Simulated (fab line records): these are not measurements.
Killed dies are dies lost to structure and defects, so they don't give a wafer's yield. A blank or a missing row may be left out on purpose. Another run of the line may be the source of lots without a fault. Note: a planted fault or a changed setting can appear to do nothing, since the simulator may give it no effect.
What tool caused it? -- flow berkeley_cmos170 -- 12 lots, 36 wafers sampled, at 3 steps of a route of 331

WHAT THE GAUGES SHOWED, per wafer
UCB170_M3_BOW_MEAS_20.
lot,measured,on,M3_BOW (um)
L601,day 8 21:01,film_metro-02,25 23 32
L608,day 10 02:26,film_metro-03,38 44 36
L606,day 10 07:27,film_metro-03,27 29 27
L613,day 11 15:59,film_metro-03,40 32 24
L616,day 12 19:16,film_metro-01,40 24 28
L617,day 12 20:26,film_metro-03,52 40 39
L623,day 14 05:09,film_metro-02,36 45 37
L622,day 14 08:30,film_metro-03,41 32 29
L620,day 14 19:08,film_metro-01,31 38 22
L619,day 14 19:38,film_metro-02,41 36 36
L624,day 14 18:51,film_metro-03,34 35 28
L621,day 14 20:19,film_metro-02,39 32 39

EACH LOT AND THE TOOL THAT RAN IT (in order: tool; ch and the chambers of the sampled wafers; start)
lot,UCB170_PSD_IMPLANT_08,UCB170_PSD_STRIP_09
L601,"implanter-02 ch 0, day 7 17:44","plasma_asher-04 ch 0,1, day 7 17:53"
L608,"implanter-01 ch 0, day 9 04:16","plasma_asher-03 ch 0,1, day 9 04:23"
L606,"implanter-01 ch 0, day 9 04:27","plasma_asher-03 ch 0,1, day 9 04:36"
L613,"implanter-01 ch 0, day 10 14:38","plasma_asher-03 ch 0,1, day 10 14:47"
L616,"implanter-03 ch 0, day 11 18:34","plasma_asher-03 ch 0,1, day 11 18:43"
L617,"implanter-02 ch 0, day 11 18:48","plasma_asher-04 ch 0,1, day 11 18:57"
L623,"implanter-01 ch 0, day 13 03:58","plasma_asher-02 ch 1, day 13 04:05"
L622,"implanter-02 ch 0, day 13 04:41","plasma_asher-04 ch 0,1, day 13 04:49"
L620,"implanter-02 ch 0, day 13 14:17","plasma_asher-02 ch 1, day 13 14:24"
L619,"implanter-01 ch 0, day 13 14:28","plasma_asher-03 ch 0,1, day 13 14:35"
L624,"implanter-03 ch 0, day 13 14:32","plasma_asher-02 ch 0,1, day 13 14:41"
L621,"implanter-02 ch 0, day 13 14:35","plasma_asher-03 ch 0,1, day 13 14:43"
- UCB170_PSD_IMPLANT_08
- UCB170_PSD_STRIP_09: strips in O2.

AS READ BY THE TOOLS THEMSELVES (means over the sampled wafers that have a number; for cases with no such wafer, the mark the record gives instead)
UCB170_PSD_IMPLANT_08.
lot,tool,beam_energy_keV,beam_on_s (s)
L601,implanter-02,20.004,9.89
L608,implanter-01,19.307,9.83
L606,implanter-01,19.305,10.19
L613,implanter-01,19.308,10.08
L616,implanter-03,19.999,10.15
L617,implanter-02,19.998,10.09
L623,implanter-01,20.004,9.91
L622,implanter-02,20.000,10.05
L620,implanter-02,19.999,10.09
L619,implanter-01,19.999,9.88
L624,implanter-03,20.004,10.10
L621,implanter-02,19.998,9.93

UCB170_PSD_STRIP_09.
lot,tool,drypump_motor_current_A (A),oes_product_au (a.u.),strip_time_to_endpoint_s (s)
L601,plasma_asher-04,5.3,0.597,29.45
L608,plasma_asher-03,5.9,0.604,28.99
L606,plasma_asher-03,5.8,0.607,28.99
L613,plasma_asher-03,5.8,0.603,29.20
L616,plasma_asher-03,5.9,0.593,29.41
L617,plasma_asher-04,5.5,0.598,29.38
L623,plasma_asher-02,5.3,0.599,29.44
L622,plasma_asher-04,5.3,0.602,29.37
L620,plasma_asher-02,5.3,0.598,29.40
L619,plasma_asher-03,5.8,0.603,29.40
L624,plasma_asher-02,5.5,0.602,29.41
L621,plasma_asher-03,5.7,0.598,29.35

THE ANSWER, worked out from the rows above alone
Rule: what is usual is taken from the lots themselves. The widest of any qualifying gaps counts: lots, ordered by their means at a reading, are off when they make up no more than a third of the lots, leave a main group of 4 or more, and stand apart from it by 3 or more times the standard deviation of that group's means. Not used: any main group whose means are identical at the precision the tables above print for the reading. A lot without any number at a reading at which 4 lots or more have one is off too. Where the step has rows for the other lots, those lots are counted as sound. The gauges are gone through in route order, then the tools' own readings, and for those a lot's mean is taken as printed above. At the first step where some lot is off, the reading lying furthest off is the one used; lots without a number count as furthest.
Off: L608, L606, L613 (UCB170_PSD_IMPLANT_08, beam_energy_keV). Main group: mean 20.001, sd 0.0025.
A tool fits if, at that step or a process step before it, it ran every lot that is off, and no sound lot after the first of them. Of those tried, none fits.

WHAT THE SIMULATOR PUT IN
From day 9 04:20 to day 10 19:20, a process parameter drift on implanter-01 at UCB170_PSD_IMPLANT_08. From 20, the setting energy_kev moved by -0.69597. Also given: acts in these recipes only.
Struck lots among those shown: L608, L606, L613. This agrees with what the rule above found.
